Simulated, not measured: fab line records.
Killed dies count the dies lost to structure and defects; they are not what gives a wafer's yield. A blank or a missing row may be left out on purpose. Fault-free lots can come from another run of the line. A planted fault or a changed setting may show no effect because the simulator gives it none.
fab line records	flow berkeley_cmos170	part 1 of 2: steps 1 to 24 of 34
record: lots: 5	wafers: 15	last_day: 11
route steps=331 shown PSD@186 NSD@187 BACKSIDE@199 SDANNEAL@204 PLDD@208 NLDD@209 SILICIDE@210 CONTACT@216
lots that met no fault: taken from a fault-free run of the same line
start_h: start of the lot's first displayed wafer, in hours after the record's first day	wait_h: how many hours have passed since the lot's step before this one	" the same as in the row above	L1.1+2: a single row standing in for several wafers	- no value, or no start given	* or withheld: withheld	< > ~ a bound
route shown NAME@n: names a module that has steps shown in the file, with the first one's number in the route	usual: mean/standard deviation of fault-free wafers	same: alike in all rows	chamber/n: place in a boat	sites: readings site by site	_std_site: standard deviation of those values	_edge_site: inner sites' mean taken away from outer sites' mean	radius_mm: how far each site lies from the wafer's centre	mask NAME#n: copy n	behind: the last tool/chamber to shape the wafer	hold: the reason the lot was held/the length of the hold in hours/how it ended	device: the transistor (n, p or np) that didn't switch	end of line: the tests these same wafers got at the end of their route	for a step that has no rows: nothing shown but its recipe	killed: not the wafer's yield, but the dies lost to structure and defects at the first sort	map: dies across one wafer; x = killed, . = not, _ = none there
set.NAME: the setting the step ran with; set.NAME@STEP: the setting that earlier step ran with	model.NAME: the simulator's own value behind a step, which no gauge read
lots seen at some steps along the route; tables by step, rows by wafer
services: a tool's chamber out of use, with start hour (start_h, from the record's first day; less than 0 if before it), hours out, and reason
== steps ==
step: UCB170_PSD_CLEAN_11
recipe: chemistry: SPM	temp_c: 120	time_s: 600
usual: bath_guard_temp_C: 119.8/0.53
lot.wafer	tool	chamber	start_h	wait_h	bath_guard_temp_C
L074.4	wet_bench-02	3	161.24	0.1	119.3
L074.5	"	3	"	"	119.0
L074.6	"	3	"	"	118.9
L075.1	wet_bench-03	0	161.42	0.2	120.2
L075.3	"	0	"	"	120.0
L075.5	"	0	"	"	119.7
L078.3	wet_bench-02	2	189.87	0.0	119.1
L078.4	"	2	"	"	119.2
L078.5	"	2	"	"	119.7
L077.1	wet_bench-03	0	189.99	0.1	120.0
L077.2	"	0	"	"	119.6
L077.4	"	0	"	"	119.9
L089.1	wet_bench-03	0	241.35	1.8	119.9
L089.4	"	0	"	"	119.6
L089.5	"	0	"	"	120.1
step: UCB170_NSD_HMDS_00
recipe: prime_time_s: 60	prime_temp_c: 100
usual: chill_plate_temp_C: 22.99/0.12
lot.wafer	tool	chamber	start_h	wait_h	chill_plate_temp_C
L074.4	litho_track-01	0	161.49	0.1	22.99
L074.5	"	0	"	"	23.06
L074.6	"	0	"	"	23.07
L075.1	litho_track-02	0	161.77	0.0	22.93
L075.3	"	0	"	"	22.91
L075.5	"	0	"	"	23.04
L078.3	litho_track-01	0	190.09	0.1	22.84
L078.4	"	0	"	"	22.87
L078.5	"	0	"	"	23.03
L077.1	litho_track-02	0	190.16	0.0	22.87
L077.2	"	0	"	"	22.97
L077.4	"	0	"	"	22.96
L089.1	litho_track-02	0	241.77	0.2	22.98
L089.4	"	0	"	"	23.08
L089.5	"	0	"	"	22.88
step: UCB170_NSD_COAT_01
recipe: resist: KrF	spin_rpm: 1537	resist_thk_nm: 900
usual: chill_plate_temp_C: 23.00/0.11
lot.wafer	tool	chamber	start_h	wait_h	chill_plate_temp_C
L074.4	litho_track-01	0	161.64	0.1	22.91
L074.5	"	0	"	"	23.11
L074.6	"	0	"	"	22.97
L075.1	litho_track-02	0	161.92	0.1	22.87
L075.3	"	0	"	"	22.99
L075.5	"	0	"	"	23.06
L078.3	litho_track-01	0	190.24	0.1	22.93
L078.4	"	0	"	"	22.85
L078.5	"	0	"	"	22.99
L077.1	litho_track-02	0	190.31	0.1	22.93
L077.2	"	0	"	"	23.13
L077.4	"	0	"	"	22.97
L089.1	litho_track-02	0	241.92	0.1	23.06
L089.4	"	0	"	"	23.22
L089.5	"	0	"	"	23.11
step: UCB170_NSD_SOFTBAKE_02
recipe: resist: KrF	temp_c: 130	time_s: 60
usual: chill_plate_temp_C: 22.99/0.1	heater_power_total_W: 56.80/0.041
lot.wafer	tool	chamber	start_h	wait_h	chill_plate_temp_C	heater_power_total_W
L074.4	litho_track-01	0	161.79	0.1	23.17	56.79
L074.5	"	0	"	"	22.98	56.81
L074.6	"	0	"	"	23.13	56.82
L075.1	litho_track-02	0	162.07	0.1	22.83	56.78
L075.3	"	0	"	"	23.05	56.83
L075.5	"	0	"	"	22.94	56.82
L078.3	litho_track-01	0	190.39	0.1	23.06	56.82
L078.4	"	0	"	"	22.91	56.71
L078.5	"	0	"	"	23.02	56.83
L077.1	litho_track-02	0	190.46	0.1	23.13	56.80
L077.2	"	0	"	"	23.17	56.83
L077.4	"	0	"	"	23.07	56.91
L089.1	litho_track-02	0	242.07	0.1	22.90	56.81
L089.4	"	0	"	"	22.83	56.75
L089.5	"	0	"	"	23.03	56.82
step: UCB170_NSD_EXPOSE_03
recipe: mask_id: NSELECT_MOD	na: 0.5	sigma_outer: 0.6	source_shape: conventional	target_cd_nm: 1200	dose_mj: 30
lot.wafer	tool	chamber	start_h	wait_h	mask
L074.4+5+6	krf_scanner-02	0	162.26	0.4	NSELECT_MOD#0
L075.1+3+5	krf_scanner-01	0	162.45	0.4	NSELECT_MOD#0
L078.3+4+5	krf_scanner-02	0	190.66	0.2	NSELECT_MOD#0
L077.1+2+4	krf_scanner-01	0	190.86	0.4	NSELECT_MOD#0
L089.1+4+5	krf_scanner-02	0	-	-	NSELECT_MOD#0
step: UCB170_NSD_PEB_04
recipe: peb_temp_c: 130	peb_time_s: withheld	resist: KrF
usual: chill_plate_temp_C: 23.00/0.12	heater_power_total_W: 56.80/0.045
lot.wafer	tool	chamber	start_h	wait_h	chill_plate_temp_C	heater_power_total_W
L074.4	litho_track-01	0	162.40	0.1	22.89	56.80
L074.5	"	0	"	"	23.00	56.74
L074.6	"	0	"	"	22.84	56.80
L075.1	litho_track-04	0	162.56	0.1	22.77	56.81
L075.3	"	0	"	"	23.10	56.76
L075.5	"	0	"	"	22.96	56.88
L078.3	litho_track-04	0	190.80	0.1	22.89	56.86
L078.4	"	0	"	"	23.15	56.85
L078.5	"	0	"	"	23.20	56.86
L077.1	litho_track-04	0	191.02	0.1	23.26	56.80
L077.2	"	0	"	"	23.00	56.77
L077.4	"	0	"	"	23.14	56.81
L089.1	litho_track-04	0	-	-	23.08	56.79
L089.4	"	0	"	"	22.96	56.77
L089.5	"	0	"	"	23.00	56.83
step: UCB170_NSD_DEVELOP_05
recipe: developer: TMAH	develop_time_s: 45	resist: KrF	dev_temp_c: 21
usual: chill_plate_temp_C: 23.00/0.11	developer_temp_C: 20.99/0.095
lot.wafer	tool	chamber	start_h	wait_h	chill_plate_temp_C	developer_temp_C
L074.4	litho_track-01	0	-	-	22.87	21.06
L074.5	"	0	"	"	23.00	20.83
L074.6	"	0	"	"	22.96	20.92
L075.1	litho_track-04	0	-	-	23.10	21.12
L075.3	"	0	"	"	23.18	20.97
L075.5	"	0	"	"	22.95	20.96
L078.3	litho_track-04	0	-	-	23.03	20.98
L078.4	"	0	"	"	22.91	20.98
L078.5	"	0	"	"	23.06	21.06
L077.1	litho_track-04	0	-	-	22.96	21.09
L077.2	"	0	"	"	22.89	20.87
L077.4	"	0	"	"	22.89	20.96
L089.1	litho_track-04	0	-	-	22.95	21.01
L089.4	"	0	"	"	23.00	21.08
L089.5	"	0	"	"	23.02	20.93
step: UCB170_NSD_CD_MEAS_06
recipe: target_cd_nm: 1200
usual: cd_nm: 1200.8/1.3
lot.wafer	tool	chamber	start_h	wait_h	cd_nm
L074.4	cd_sem-01	-	162.66	-	1202.8
L074.5	"	-	"	"	1201.3
L074.6	"	-	"	"	1202.1
L075.1	cd_sem-01	-	162.84	-	1201.8
L075.3	"	-	"	"	1200.3
L075.5	"	-	"	"	1200.6
L078.3	cd_sem-01	-	191.06	-	1200.3
L078.4	"	-	"	"	1200.4
L078.5	"	-	"	"	1200.0
L077.1	cd_sem-01	-	191.30	-	1199.2
L077.2	"	-	"	"	1198.6
L077.4	"	-	"	"	1199.9
L089.1	cd_sem-01	-	243.96	-	1198.3
L089.4	"	-	"	"	1200.7
L089.5	"	-	"	"	1200.1
step: UCB170_NSD_OVL_MEAS_07
usual: NSD_OVL: -1/5.2
lot.wafer	tool	chamber	start_h	wait_h	NSD_OVL[nm]
L074.4	overlay-01	-	162.74	0.1	3
L074.5	"	-	"	"	5
L074.6	"	-	"	"	1
L075.1	overlay-02	-	162.96	0.1	5
L075.3	"	-	"	"	-1
L075.5	"	-	"	"	6
L078.3	overlay-01	-	191.16	0.1	6
L078.4	"	-	"	"	0
L078.5	"	-	"	"	6
L077.1	overlay-02	-	191.42	0.1	9
L077.2	"	-	"	"	4
L077.4	"	-	"	"	6
L089.1	overlay-02	-	244.10	0.1	-2
L089.4	"	-	"	"	-5
L089.5	"	-	"	"	10
step: UCB170_NSD_IMPLANT_08
recipe: species: P	dose_cm2: 3e+15	energy_kev: 40	tilt_deg: 7
usual: beam_on_s: 10.01/0.2
lot.wafer	tool	chamber	start_h	wait_h	beam_on_s
L074.4	implanter-01	0	162.83	0.1	9.75
L074.5	"	0	"	"	10.47
L074.6	"	0	"	"	9.93
L075.1	implanter-02	0	163.00	0.0	10.01
L075.3	"	0	"	"	9.99
L075.5	"	0	"	"	10.06
L078.3	implanter-02	0	191.23	0.1	10.18
L078.4	"	0	"	"	9.96
L078.5	"	0	"	"	9.88
L077.1	implanter-01	0	191.46	0.0	9.87
L077.2	"	0	"	"	10.18
L077.4	"	0	"	"	9.98
L089.1	implanter-01	0	244.13	0.0	9.67
L089.4	"	0	"	"	9.78
L089.5	"	0	"	"	9.90
step: UCB170_NSD_STRIP_09
recipe: chemistry: O2	power_w: 400	pressure_mtorr: 3500	platen_temp_c: withheld	o2_flow_sccm: 400	overash_fraction: 0.5
usual: drypump_motor_current_A: 5.6/0.55	o2_flow_sccm: 400.0/1.2	oes_product_au: 0.532/0.0042	strip_time_to_endpoint_s: 35.58/0.09
lot.wafer	tool	chamber	start_h	wait_h	drypump_motor_current_A	o2_flow_sccm	oes_product_au	rf_hours_counter_h	strip_time_to_endpoint_s
L074.4	plasma_asher-04	1	162.94	0.1	5.4	400.6	0.530	-	35.51
L074.5	"	1	"	"	5.4	399.7	0.529	-	35.52
L074.6	"	0	"	"	5.5	400.9	0.525	-	35.53
L075.1	plasma_asher-03	0	163.15	0.1	5.1	400.3	0.528	38	35.61
L075.3	"	0	"	"	5.1	400.4	0.534	-	35.61
L075.5	"	1	"	"	5.8	399.8	0.529	-	35.53
L078.3	plasma_asher-03	0	191.36	0.1	5.1	399.6	0.535	-	35.58
L078.4	"	1	"	"	5.8	398.9	0.529	-	35.66
L078.5	"	1	"	"	5.8	400.0	0.542	-	35.71
L077.1	plasma_asher-04	1	191.61	0.1	5.4	398.3	0.535	7	35.66
L077.2	"	0	"	"	5.5	400.8	0.536	7	35.69
L077.4	"	1	"	"	5.4	398.7	0.533	-	35.65
L089.1	plasma_asher-02	0	244.28	0.1	6.5	400.1	0.534	48	35.70
L089.4	"	0	"	"	6.5	400.0	0.525	-	35.67
L089.5	"	1	"	"	4.9	399.2	0.534	-	35.73
step: UCB170_NSD_TW_MEAS_10
usual: NSD_TW: 4165/35
lot.wafer	tool	chamber	start_h	wait_h	NSD_TW
L074.4	film_metro-02	-	163.03	0.1	4211
L074.5	"	-	"	"	4225
L074.6	"	-	"	"	4195
L075.1	film_metro-03	-	163.25	0.1	4164
L075.3	"	-	"	"	4143
L075.5	"	-	"	"	4164
L078.3	film_metro-03	-	191.45	0.1	4115
L078.4	"	-	"	"	4107
L078.5	"	-	"	"	4113
L077.1	film_metro-03	-	191.71	0.1	4116
L077.2	"	-	"	"	4147
L077.4	"	-	"	"	4142
L089.1	film_metro-03	-	244.38	0.1	4125
L089.4	"	-	"	"	4106
L089.5	"	-	"	"	4149
step: UCB170_NSD_CLEAN_11
recipe: chemistry: SPM	temp_c: 120	time_s: 600
usual: bath_guard_temp_C: 120.0/0.56
lot.wafer	tool	chamber	start_h	wait_h	bath_guard_temp_C
L074.4	wet_bench-01	1	163.06	0.0	120.4
L074.5	"	1	"	"	120.3
L074.6	"	1	"	"	120.2
L075.1	wet_bench-02	3	163.31	0.1	118.5
L075.3	"	3	"	"	118.9
L075.5	"	3	"	"	118.8
L078.3	wet_bench-02	3	191.49	0.0	119.0
L078.4	"	3	"	"	119.1
L078.5	"	3	"	"	118.9
L077.1	wet_bench-01	2	191.77	0.1	120.6
L077.2	"	2	"	"	120.2
L077.4	"	2	"	"	120.3
L089.1	wet_bench-01	1	244.44	0.1	120.9
L089.4	"	1	"	"	120.4
L089.5	"	1	"	"	120.4
step: UCB170_BACKSIDE_HMDS_00
recipe: prime_time_s: 60	prime_temp_c: 100
usual: chill_plate_temp_C: 22.99/0.12
lot.wafer	tool	chamber	start_h	wait_h	chill_plate_temp_C
L074.4	litho_track-03	0	163.32	0.1	23.01
L074.5	"	0	"	"	22.97
L074.6	"	0	"	"	22.97
L075.1	litho_track-04	0	163.48	0.0	22.96
L075.3	"	0	"	"	22.89
L075.5	"	0	"	"	22.87
L078.3	litho_track-03	0	191.72	0.1	22.81
L078.4	"	0	"	"	22.80
L078.5	"	0	"	"	22.76
L077.1	litho_track-04	0	191.94	0.0	22.91
L077.2	"	0	"	"	22.88
L077.4	"	0	"	"	22.87
L089.1	litho_track-04	0	245.22	0.6	23.05
L089.4	"	0	"	"	23.15
L089.5	"	0	"	"	23.23
step: UCB170_BACKSIDE_COAT_01
recipe: resist: KrF	spin_rpm: 1500	resist_thk_nm: 900
usual: chill_plate_temp_C: 23.01/0.1
lot.wafer	tool	chamber	start_h	wait_h	chill_plate_temp_C
L074.4	litho_track-03	0	163.47	0.1	22.96
L074.5	"	0	"	"	23.08
L074.6	"	0	"	"	22.99
L075.1	litho_track-04	0	163.63	0.1	22.98
L075.3	"	0	"	"	22.90
L075.5	"	0	"	"	22.99
L078.3	litho_track-03	0	191.87	0.1	23.25
L078.4	"	0	"	"	23.23
L078.5	"	0	"	"	22.94
L077.1	litho_track-04	0	192.09	0.1	22.95
L077.2	"	0	"	"	22.87
L077.4	"	0	"	"	22.99
L089.1	litho_track-04	0	245.37	0.1	23.10
L089.4	"	0	"	"	22.85
L089.5	"	0	"	"	22.89
step: UCB170_BACKSIDE_SOFTBAKE_02
recipe: resist: KrF	temp_c: 130	time_s: 60
usual: chill_plate_temp_C: 22.99/0.11	heater_power_total_W: 56.80/0.047
lot.wafer	tool	chamber	start_h	wait_h	chill_plate_temp_C	heater_power_total_W
L074.4	litho_track-03	0	163.62	0.1	22.94	56.83
L074.5	"	0	"	"	23.13	56.85
L074.6	"	0	"	"	22.97	56.84
L075.1	litho_track-04	0	163.78	0.1	23.20	56.76
L075.3	"	0	"	"	23.19	56.86
L075.5	"	0	"	"	23.21	56.80
L078.3	litho_track-03	0	192.02	0.1	22.94	56.80
L078.4	"	0	"	"	23.01	56.83
L078.5	"	0	"	"	23.07	56.79
L077.1	litho_track-04	0	192.24	0.1	22.97	56.83
L077.2	"	0	"	"	22.97	56.77
L077.4	"	0	"	"	23.03	56.73
L089.1	litho_track-04	0	245.52	0.1	22.86	56.89
L089.4	"	0	"	"	22.85	56.89
L089.5	"	0	"	"	23.00	56.76
step: UCB170_BACKSIDE_STRIP_03
recipe: chemistry: O2	power_w: 400	pressure_mtorr: 3500	platen_temp_c: withheld	o2_flow_sccm: 400	overash_fraction: 0.5
usual: drypump_motor_current_A: 5.5/0.58	o2_flow_sccm: 399.9/1.3	oes_product_au: 0.735/0.0047	strip_time_to_endpoint_s: 21.98/0.07
lot.wafer	tool	chamber	start_h	wait_h	drypump_motor_current_A	o2_flow_sccm	oes_product_au	rf_hours_counter_h	strip_time_to_endpoint_s
L074.4	plasma_asher-01	1	163.72	0.1	5.0	399.7	0.739	-	22.04
L074.5	"	0	"	"	5.6	399.9	0.736	-	22.02
L074.6	"	1	"	"	5.1	401.9	0.733	-	21.98
L075.1	plasma_asher-02	1	163.93	0.1	4.9	399.9	0.741	40	21.96
L075.3	"	0	"	"	6.5	399.4	0.734	-	21.95
L075.5	"	0	"	"	6.5	399.6	0.739	-	21.97
L078.3	plasma_asher-01	1	192.15	0.1	5.0	401.0	0.738	-	21.98
L078.4	"	0	"	"	5.6	398.0	0.741	-	21.93
L078.5	"	0	"	"	5.6	399.6	0.731	-	21.96
L077.1	plasma_asher-02	0	192.39	0.1	6.5	395.7	0.731	43	21.95
L077.2	"	1	"	"	4.9	400.2	0.739	43	21.93
L077.4	"	0	"	"	6.5	398.4	0.728	-	21.95
L089.1	plasma_asher-02	1	245.67	0.1	4.9	401.3	0.737	48	21.86
L089.4	"	1	"	"	4.9	399.8	0.737	-	21.91
L089.5	"	1	"	"	4.9	400.9	0.734	-	21.89
step: UCB170_BACKSIDE_CLEAN_04
recipe: chemistry: SPM	temp_c: 120	time_s: 600
usual: bath_guard_temp_C: 120.3/0.4
lot.wafer	tool	chamber	start_h	wait_h	bath_guard_temp_C
L074.4	wet_bench-01	1	163.86	0.1	120.3
L074.5	"	1	"	"	120.3
L074.6	"	1	"	"	120.5
L075.1	wet_bench-03	1	164.03	0.1	120.4
L075.3	"	1	"	"	120.3
L075.5	"	1	"	"	120.3
L078.3	wet_bench-03	2	192.22	0.0	119.7
L078.4	"	2	"	"	119.7
L078.5	"	2	"	"	119.3
L077.1	wet_bench-04	0	192.49	0.1	120.6
L077.2	"	0	"	"	120.2
L077.4	"	0	"	"	120.2
L089.1	wet_bench-04	3	245.77	0.1	120.1
L089.4	"	3	"	"	120.3
L089.5	"	3	"	"	120.1
step: UCB170_SDANNEAL_RTA_00
recipe: temp_c: 900	time_s: 10	ambient: N2
usual: lamp_power_pct: 27.1/1.1	wafer_temp_C_max: 904.0/0.77
lot.wafer	tool	chamber	start_h	wait_h	lamp_power_pct	wafer_temp_C_max
L074.4	rtp_anneal-01	0	164.11	0.1	28.1	905.6
L074.5	"	0	"	"	28.2	903.5
L074.6	"	0	"	"	28.2	904.1
L075.1	rtp_anneal-02	0	164.38	0.0	26.0	903.9
L075.3	"	0	"	"	26.0	903.3
L075.5	"	0	"	"	26.0	903.3
L078.3	rtp_anneal-01	0	192.43	0.0	28.1	904.3
L078.4	"	0	"	"	28.2	904.4
L078.5	"	0	"	"	28.1	904.6
L077.1	rtp_anneal-02	0	192.70	0.0	26.0	903.9
L077.2	"	0	"	"	25.9	904.6
L077.4	"	0	"	"	26.0	904.3
L089.1	rtp_anneal-02	0	245.94	0.0	26.0	903.1
L089.4	"	0	"	"	26.0	905.5
L089.5	"	0	"	"	26.0	902.5
step: UCB170_SDANNEAL_RTA_01
recipe: temp_c: 1050	time_s: 5	ambient: N2
usual: lamp_power_pct: 41.8/1.7	wafer_temp_C_max: 1054.5/0.95
lot.wafer	tool	chamber	start_h	wait_h	lamp_power_pct	wafer_temp_C_max
L074.4	rtp_anneal-01	0	164.23	0.1	43.4	1053.0
L074.5	"	0	"	"	43.4	1053.2
L074.6	"	0	"	"	43.4	1055.6
L075.1	rtp_anneal-02	0	164.45	0.1	40.2	1055.5
L075.3	"	0	"	"	40.1	1053.8
L075.5	"	0	"	"	40.2	1053.7
L078.3	rtp_anneal-01	0	192.49	0.1	43.5	1055.2
L078.4	"	0	"	"	43.4	1054.5
L078.5	"	0	"	"	43.5	1054.4
L077.1	rtp_anneal-02	0	192.77	0.1	40.2	1052.4
L077.2	"	0	"	"	40.2	1053.4
L077.4	"	0	"	"	40.1	1053.8
L089.1	rtp_anneal-02	0	246.01	0.1	40.1	1054.0
L089.4	"	0	"	"	40.1	1055.1
L089.5	"	0	"	"	40.1	1054.4
step: UCB170_SDANNEAL_RS_MEAS_02
recipe: thk_meas_gauge: four-point-probe
usual: PSD_RS: 75.59/0.29
lot.wafer	tool	chamber	start_h	wait_h	PSD_RS[ohm/sq]
L074.4	film_metro-02	-	164.35	0.1	75.53
L074.5	"	-	"	"	75.78
L074.6	"	-	"	"	75.60
L075.1	film_metro-03	-	164.51	0.0	75.50
L075.3	"	-	"	"	75.21
L075.5	"	-	"	"	75.41
L078.3	film_metro-02	-	192.57	0.1	75.48
L078.4	"	-	"	"	75.61
L078.5	"	-	"	"	75.99
L077.1	film_metro-01	-	192.82	0.0	75.63
L077.2	"	-	"	"	75.15
L077.4	"	-	"	"	75.52
L089.1	film_metro-03	-	246.07	0.0	75.28
L089.4	"	-	"	"	75.73
L089.5	"	-	"	"	75.45
step: UCB170_SDANNEAL_RS_MEAS_03
recipe: thk_meas_gauge: four-point-probe
usual: NSD_RS: 37.27/0.091
lot.wafer	tool	chamber	start_h	wait_h	NSD_RS[ohm/sq]
L074.4	film_metro-02	-	164.47	0.1	37.28
L074.5	"	-	"	"	37.24
L074.6	"	-	"	"	37.24
L075.1	film_metro-03	-	164.63	0.1	37.21
L075.3	"	-	"	"	37.13
L075.5	"	-	"	"	37.31
L078.3	film_metro-02	-	192.69	0.1	37.21
L078.4	"	-	"	"	37.12
L078.5	"	-	"	"	37.20
L077.1	film_metro-01	-	192.94	0.1	37.27
L077.2	"	-	"	"	37.19
L077.4	"	-	"	"	37.33
L089.1	film_metro-03	-	246.19	0.1	37.13
L089.4	"	-	"	"	37.28
L089.5	"	-	"	"	37.21
step: UCB170_SDANNEAL_RS_MEAS_04
recipe: thk_meas_gauge: four-point-probe
usual: PLDD_RS: 1031.6/3
lot.wafer	tool	chamber	start_h	wait_h	PLDD_RS[ohm/sq]
L074.4	film_metro-02	-	164.59	0.1	1030.1
L074.5	"	-	"	"	1032.2
L074.6	"	-	"	"	1032.3
L075.1	film_metro-03	-	164.75	0.1	1026.9
L075.3	"	-	"	"	1032.5
L075.5	"	-	"	"	1030.3
L078.3	film_metro-02	-	192.81	0.1	1032.6
L078.4	"	-	"	"	1033.8
L078.5	"	-	"	"	1032.1
L077.1	film_metro-01	-	193.06	0.1	1032.6
L077.2	"	-	"	"	1034.7
L077.4	"	-	"	"	1036.7
L089.1	film_metro-03	-	246.31	0.1	1032.7
L089.4	"	-	"	"	1030.5
L089.5	"	-	"	"	1033.5
step: UCB170_SDANNEAL_RS_MEAS_05
recipe: thk_meas_gauge: four-point-probe
usual: NLDD_RS: 616.4/1.5
lot.wafer	tool	chamber	start_h	wait_h	NLDD_RS[ohm/sq]
L074.4	film_metro-02	-	164.71	0.1	613.7
L074.5	"	-	"	"	614.2
L074.6	"	-	"	"	612.9
L075.1	film_metro-03	-	164.87	0.1	615.8
L075.3	"	-	"	"	615.6
L075.5	"	-	"	"	616.4
L078.3	film_metro-02	-	192.93	0.1	616.6
L078.4	"	-	"	"	616.2
L078.5	"	-	"	"	618.2
L077.1	film_metro-01	-	193.18	0.1	617.0
L077.2	"	-	"	"	617.9
L077.4	"	-	"	"	617.7
L089.1	film_metro-03	-	246.43	0.1	617.2
L089.4	"	-	"	"	618.1
L089.5	"	-	"	"	615.8
